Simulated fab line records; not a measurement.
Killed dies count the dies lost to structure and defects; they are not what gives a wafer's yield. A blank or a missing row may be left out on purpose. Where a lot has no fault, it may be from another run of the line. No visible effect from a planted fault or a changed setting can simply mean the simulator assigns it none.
8D (eight disciplines) problem report, filled in by code + flow berkeley cmos170 + the parts of the form that need people (team, actions taken, sign-off) are left out

== 1. THE PROBLEM ==
Wafers without a fault read 2.0002e+13, standard deviation 2.3e+10; dose ions cm2 at UCB170_PFIELD_IMPLANT_07 reads a mean of 1.8812e+13 on 9 wafers belonging to 3 lots. That puts it -52 standard deviations away from the usual mean.
Earliest sighting: wafer L894.3 on implanter-04 at day 8 04:16. The record has a number at this step for 45 wafers belonging to 15 lots. The rule behind "out" and "out of limits": a value lying over 4 standard deviations away from the usual mean. The rest of the wafers with a number are treated as sound.

== 2. WHAT IT IS AND WHAT IT IS NOT ==
| question                    | is                     | is not                                                                    |
|-----------------------------|------------------------|---------------------------------------------------------------------------|
| which readings at this step | dose ions cm2          | -                                                                         |
| which lots                  | L894, L895, L896       | L876, L878, L879, L880, L881, L883, L884, L885, L891, L892, L898, L899    |
| which wafers of those lots  | all that have a number | -                                                                         |
| read on which tools         | implanter-04           | implanter-02, implanter-03                                                |
| when                        | from day 8 04:16       | up to then (30 sound wafers); but 6 sound wafers of L898, L899 came after |

== 3. WHAT RULES OUT EACH SUSPECT ==
Counting: a tool at a process step up to the reading stays a suspect if it ran every lot that is out and no sound lot after the first of them.
- implanter-04 at UCB170_PFIELD_IMPLANT_07: kept. All lots that are out passed through it, beginning with L894 at day 8 04:16, and no sound lot followed; its final sound lot before that point was L891 at day 8 01:05. Its own readings are out on those wafers: dose ions cm2.
The count leaves implanter-04 at UCB170_PFIELD_IMPLANT_07.

== 4. THE CAUSE (what the simulator had put in) ==
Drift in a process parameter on implanter-04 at UCB170_PFIELD_IMPLANT_07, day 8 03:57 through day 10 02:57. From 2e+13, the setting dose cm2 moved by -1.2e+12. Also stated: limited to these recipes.
Counting left only this tool.

== 5. SEQUENCE OF EFFECTS, ordered by route ==
Each row: a reading where the mean over the struck wafers with a number is more than 3 standard deviations away from the usual. Readings are gone through only where the record gives a usual standard deviation; hours: the median, over the lots, of the time from a lot's start at the first step in this table giving one to that lot's start at this step; sigmas: the change measured in usual standard deviations.
| hours | step                     | reading            | usual      | on struck wafers | change      | sigmas |
|-------|--------------------------|--------------------|------------|------------------|-------------|--------|
| 0     | UCB170_PFIELD_IMPLANT_07 | dose ions cm2      | 2.0002e+13 | 1.8812e+13       | -1.1903e+12 | -52    |
| 0     | UCB170_PFIELD_IMPLANT_07 | faraday current uA | 63.5       | 59.2             | -4.3        | -3.6   |
It contains these process steps:
- UCB170_PFIELD_IMPLANT_07

== 6. HOW IT WOULD HAVE BEEN CAUGHT EARLIER ==
The fault began at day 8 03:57; the first out-of-limits reading in this record came at day 8 04:16, 0 hours later.
